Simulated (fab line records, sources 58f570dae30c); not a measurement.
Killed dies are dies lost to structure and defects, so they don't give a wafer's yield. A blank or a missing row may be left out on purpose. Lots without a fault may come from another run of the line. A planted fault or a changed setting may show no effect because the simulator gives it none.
Which tool did it? | flow berkeley_cmos170 | 7 lots, 21 wafers sampled, at 4 steps of a route of 331

WHAT THE GAUGES READ, wafer by wafer
UCB170_NWELL_TW_MEAS_16.
lot  | measured    | on            | NWELL_TW
L685 | day 2 17:33 | film_metro-02 | 1241 1234 1236
L689 | day 3 10:34 | film_metro-04 | 1251 1252 1251
L691 | day 3 18:12 | film_metro-04 | 1252 1253 1248
L694 | day 4 13:05 | film_metro-03 | 1230 1227 1227
L696 | day 4 21:11 | film_metro-04 | 1256 1255 1252
L700 | day 5 17:49 | film_metro-04 | 1262 1267 1267
L704 | day 6 10:49 | film_metro-04 | 1082 1082 1083 1084 1088 1083

WHICH TOOL RAN EACH LOT (tool, then ch and the chambers of the sampled wafers, then the start)
lot  | UCB170_NWELL_ETCH_13              | UCB170_NWELL_IMPLANT_14        | UCB170_NWELL_STRIP_15
L685 | rie_diel-02 ch 0,2, day 2 17:12   | implanter-02 ch 0, day 2 17:18 | plasma_asher-03 ch 0,1, day 2 17:27
L689 | rie_diel-04 ch 2,3, day 3 10:13   | implanter-03 ch 0, day 3 10:19 | plasma_asher-02 ch 0,1, day 3 10:28
L691 | rie_diel-04 ch 0,2, day 3 17:51   | implanter-03 ch 0, day 3 17:57 | plasma_asher-04 ch 0,1, day 3 18:06
L694 | rie_diel-01 ch 1,2, day 4 12:43   | implanter-02 ch 0, day 4 12:53 | plasma_asher-02 ch 0,1, day 4 12:59
L696 | rie_diel-01 ch 0,3, day 4 20:50   | implanter-04 ch 0, day 4 20:58 | plasma_asher-03 ch 0,1, day 4 21:05
L700 | rie_diel-04 ch 1,2,3, day 5 17:25 | implanter-02 ch 0, day 5 17:36 | plasma_asher-03 ch 0,1, day 5 17:43
L704 | rie_diel-04 ch 1,2, day 6 10:28   | implanter-04 ch 0, day 6 10:34 | plasma_asher-04 ch 0,1, day 6 10:43
- UCB170_NWELL_ETCH_13: etches Si3N4 in CH3F/Ar/O2, stops on SiO2, target depth 246.4 nm, time 154 s.
- UCB170_NWELL_IMPLANT_14
- UCB170_NWELL_STRIP_15: strips in O2.

THE ANSWER, worked out from the rows above alone
Rule: what is usual is taken from the lots themselves. Put in order of their means at a reading, lots are off if they are a third of the lots or fewer, leave a main group of 4 or more, and stand apart from it by a gap of 3 or more times the standard deviation of the main group's means; of several such gaps the widest counts. A main group whose means are all the same, to the digits that the tables above print for the reading, isn't used. A lot without any number at a reading at which 4 lots or more have one is off too. The other lots that the step has rows for count as sound.
Off: L704, at UCB170_NWELL_TW_MEAS_16 (NWELL_TW). The main group: mean 1248, standard deviation 12.
A tool fits if, at a process step before that reading, it ran every lot that is off, and no sound lot after the first of them. The gauges at UCB170_NWELL_TW_MEAS_16 are tried like those tools. Can't be told from this: 4 tools fit, rie_diel-04 at UCB170_NWELL_ETCH_13, implanter-04 at UCB170_NWELL_IMPLANT_14, plasma_asher-04 at UCB170_NWELL_STRIP_15, film_metro-04 at UCB170_NWELL_TW_MEAS_16.

WHAT THE SIMULATOR HAD PUT IN
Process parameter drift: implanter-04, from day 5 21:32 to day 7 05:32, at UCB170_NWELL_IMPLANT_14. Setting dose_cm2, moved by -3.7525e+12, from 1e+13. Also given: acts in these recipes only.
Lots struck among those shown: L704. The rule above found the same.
